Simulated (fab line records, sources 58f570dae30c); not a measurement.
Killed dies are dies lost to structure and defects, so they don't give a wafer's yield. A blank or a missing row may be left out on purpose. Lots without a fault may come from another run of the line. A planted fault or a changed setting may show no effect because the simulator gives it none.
A struck lot beside a sound one | flow berkeley_cmos170 | 26 steps out of a route of 331
Sound: wafers L745.2, L745.3, L745.5. Struck: wafer L760.5. (L760.1, L760.2 of the same lot were not struck and are left out.) The cause comes at the end.
At each step with rows: each side's tool, then ch and its chambers, then its first start. Under that, the readings that differ: sound wafers | struck wafers | difference of the means | sigmas: that difference in standard deviations of wafers without a fault.
alike: readings whose means differ by less than 2 such deviations, and words and numbers that are the same on both sides. not compared: withheld readings, readings that some wafer has no value for, bounds like >300 that may hide the same value, and numbers for which the record gives no deviation and whose values overlap.
The two part at a step that has a row with sigmas, a row that says differs or no value, or rows on one side only. Numbers that don't overlap but have no deviation are shown without sigmas and don't part them. A reading that every wafer of one side lacks parts them only if that side has two wafers or more.

first, 5 steps without rows for these wafers: UCB170_CONTACT_COAT_10 (resist thk 900 nm); UCB170_CONTACT_SOFTBAKE_11 (time 60 s); UCB170_CONTACT_EXPOSE_12 (exposes mask CONT, target cd 700 nm); UCB170_CONTACT_PEB_13; UCB170_CONTACT_DEVELOP_14 (develop time 45 s).
UCB170_CONTACT_CD_MEAS_15: target cd 700 nm.
  sound on cd_sem-01, day 8 09:31; struck on cd_sem-02, day 11 00:22
  alike: cd_nm
UCB170_CONTACT_OVL_MEAS_16:
  sound on overlay-02, day 8 09:37; struck on overlay-01, day 11 00:29
  alike: CONTACT_OVL
UCB170_CONTACT_ETCH_17: etches BARC in N2/H2.
  sound on rie_diel-03 ch 2,3, day 8 09:39; struck on rie_diel-02 ch 3, day 11 00:32
  alike: drypump_motor_current_A, oes_product_au, throttle_valve_pct
UCB170_CONTACT_ETCH_18: etches PSG in CHF3/CF4/Ar, stops on TiSi2, target depth 840 nm, time 195 s.
  sound on rie_diel-03 ch 2,3; struck on rie_diel-02 ch 3
  alike: drypump_motor_current_A, oes_product_au, throttle_valve_pct
  not compared: rf_hours_counter_h
UCB170_CONTACT_STRIP_19: strips in O2.
  sound on plasma_asher-02 ch 1, day 8 09:49; struck on plasma_asher-04 ch 0, day 11 00:42
  reading                     | sound       | struck | difference | sigmas
  drypump_motor_current_A (A) | 6.3 6.3 6.3 | 4.6    | -1.7       | -3
  alike: oes_product_au
  not compared: rf_hours_counter_h
UCB170_CONTACT_CD_MEAS_90: target cd 700 nm.
  sound on cd_sem-02, day 8 09:56; struck on cd_sem-02, day 11 00:48
  alike: cd_nm
then, 1 step without rows for these wafers: UCB170_CONTACT_CLEAN_20 (cleans in SPM, time 600 s).
UCB170_M1_SPUTTER_00: material Al, target thk 600 nm, time 80 s.
  sound on pvd_sputter-04, day 8 10:13; struck on pvd_sputter-04, day 11 01:10
  reading                               | sound                | struck | difference | sigmas
  cathode_dc_power_W (W)                | 6002.4 5999.7 5999.3 | 7723.1 | +1722.6    | +99 or more
  model.Al_of_M1_SPUTTER_00.thk_nm (nm) | 598.5 606.9 602.1    | 786.8  | +184.3     |
  alike: throttle_valve_pct
UCB170_M1_RS_MEAS_01: measures by four-point-probe.
  sound on film_metro-01, day 8 10:18; struck on film_metro-01, day 11 01:13
  reading           | sound                | struck | difference | sigmas
  M1_AL_RS (ohm/sq) | 0.0487 0.0480 0.0484 | 0.0369 | -0.0115    | -25
UCB170_M1_THK_MEAS_02: measures by xrf.
  sound on film_metro-01, day 8 10:25; struck on film_metro-01, day 11 01:20
  reading        | sound       | struck | difference | sigmas
  M1_AL_THK (nm) | 604 618 614 | 801    | +189       | +27
then, 6 steps without rows for these wafers: UCB170_M1_COAT_03; UCB170_M1_COAT_04 (resist thk 900 nm); UCB170_M1_SOFTBAKE_05 (time 60 s); UCB170_M1_EXPOSE_06 (exposes mask METAL1, target cd 700 nm); UCB170_M1_PEB_07; UCB170_M1_DEVELOP_08 (develop time 45 s).
UCB170_M1_CD_MEAS_09: target cd 700 nm.
  sound on cd_sem-01, day 8 11:46; struck on cd_sem-01, day 11 02:28
  alike: cd_nm
UCB170_M1_OVL_MEAS_10:
  sound on overlay-01, day 8 11:52; struck on overlay-01, day 11 02:35
  alike: M1_OVL
UCB170_M1_ETCH_11: etches BARC in N2/H2.
  sound on rie_diel-02 ch 1,2, day 8 11:54; struck on rie_diel-01 ch 0, day 11 02:37
  reading                | sound             | struck | difference | sigmas
  throttle_valve_pct (%) | 13.29 13.62 13.63 | 13.15  | -0.36      | -3
  alike: drypump_motor_current_A, oes_product_au
UCB170_M1_METAL_ETCH_12: etches Al in Cl2/BCl3, stops on PSG, target depth 780 nm, time 130 s.
  sound on rie_metal-01 ch 0,1, day 8 11:56; struck on rie_metal-01 ch 0, day 11 02:40
  reading               | sound             | struck | difference | sigmas
  oes_product_au (a.u.) | 0.849 0.863 0.842 | 0.972  | +0.121     | +8
  alike: drypump_motor_current_A, throttle_valve_pct
  not compared: rf_hours_counter_h
UCB170_M1_STRIP_13: strips in O2.
  sound on plasma_asher-01 ch 0,1, day 8 12:05; struck on plasma_asher-01 ch 1, day 11 02:47
  alike: drypump_motor_current_A, oes_product_au
  not compared: rf_hours_counter_h

WHERE THEY PART
First at UCB170_CONTACT_STRIP_19; last, within this record, at UCB170_M1_METAL_ETCH_12. Later steps at which nothing parts them and some readings are alike: UCB170_M1_STRIP_13.

WHY: what the simulator had put in
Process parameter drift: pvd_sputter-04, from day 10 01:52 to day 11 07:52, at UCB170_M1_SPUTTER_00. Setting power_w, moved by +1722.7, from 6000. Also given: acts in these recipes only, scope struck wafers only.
